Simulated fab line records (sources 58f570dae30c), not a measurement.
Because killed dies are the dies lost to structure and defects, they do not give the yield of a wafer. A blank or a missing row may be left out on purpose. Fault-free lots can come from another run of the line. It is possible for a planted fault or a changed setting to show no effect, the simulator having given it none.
Split-lot trial    flow berkeley-cmos170    23 wafers read from 5 lots, route of 331 steps

## THE SPLIT ITSELF
At UCB170_PWELL_CVD_05 (deposits Si3N4 from SiH2Cl2/NH3, target thk 220 nm, time 3300 s), the setting time-s was moved away from the recipe's 3300 s on 5 of the 23 wafers read, by -14.1%. All remaining wafers had this setting at the recipe value.

Between the split and the reading, the file records no step.

## THE READING
PWELL_NITRIDE_THK (nm), taken at UCB170_PWELL_THK_MEAS_06. Fault-free wafers of this fab line usually give 219.6 nm, standard deviation 1.7 nm.

wafer   tool, chamber at the split  time-s as run, s  against the recipe  PWELL_NITRIDE_THK, nm  against lot-mates on the recipe
L074.1  -, -                        3300              recipe              220.6                  -
L074.2  -, -                        3300              recipe              221.5                  -
L074.3  -, -                        3300              recipe              219.7                  -
L074.5  -, -                        3300              recipe              221.6                  -
L074.6  -, -                        3300              recipe              221.5                  -
L077.1  -, -                        3300              recipe              219.6                  -
L077.2  -, -                        3300              recipe              219.7                  -
L077.3  -, -                        3300              recipe              220.5                  -
L077.5  -, -                        3300              recipe              221.6                  -
L077.6  -, -                        3300              recipe              219.8                  -
L078.2  -, -                        2836              -14.1%              189.1                  no lot-mate on the recipe
L078.3  -, -                        2836              -14.1%              191.3                  no lot-mate on the recipe
L078.4  -, -                        2836              -14.1%              189.6                  no lot-mate on the recipe
L078.5  -, -                        2836              -14.1%              190.8                  no lot-mate on the recipe
L078.6  -, -                        2836              -14.1%              188.2                  no lot-mate on the recipe
L082.2  lpcvd-01, 1                 3300              recipe              218.6                  -
L082.4  lpcvd-01, 1                 3300              recipe              220.6                  -
L082.5  lpcvd-01, 1                 3300              recipe              219.3                  -
L085.1  -, -                        3300              recipe              219.0                  -
L085.2  -, -                        3300              recipe              216.9                  -
L085.3  -, -                        3300              recipe              216.5                  -
L085.4  -, -                        3300              recipe              216.5                  -
L085.6  -, -                        3300              recipe              219.3                  -

THE FIT
A straight line over all 23 wafers: PWELL_NITRIDE_THK changes by +2.12 nm for each +1% of time-s; r = +0.99; the points scatter about the line by 1.6 nm.
Too few moved wafers with a lot-mate on the recipe to fit a line net of each lot's own level.

## THE WHOLE CHAIN: every reading that the file lists as answering this split, in the file's order
step                      what it does                                                                reading                                                                        change (the file's fit)               r (the file's)
UCB170_PWELL_CVD_05       deposits Si3N4 from SiH2Cl2/NH3, target thk 220 nm, time 3300 s             Si3N4_of_PWELL_CVD_05.thk-nm (the simulator's own value, which no gauge read)  +2.12 nm for each +1% of the setting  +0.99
UCB170_PWELL_THK_MEAS_06                                                                              PWELL_NITRIDE_THK                                                              +2.12 for each +1% of the setting     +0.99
UCB170_PWELL_ETCH_14      etches Si3N4 in CH3F/Ar/O2, stops on SiO2, target depth 242 nm, time 151 s  etch.depth-nm (the simulator's own value, which no gauge read)                 +2.13 nm for each +1% of the setting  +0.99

## FILE'S OWN FIT
PWELL_NITRIDE_THK changes by +2.12 nm for each +1% of time-s, r = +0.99.
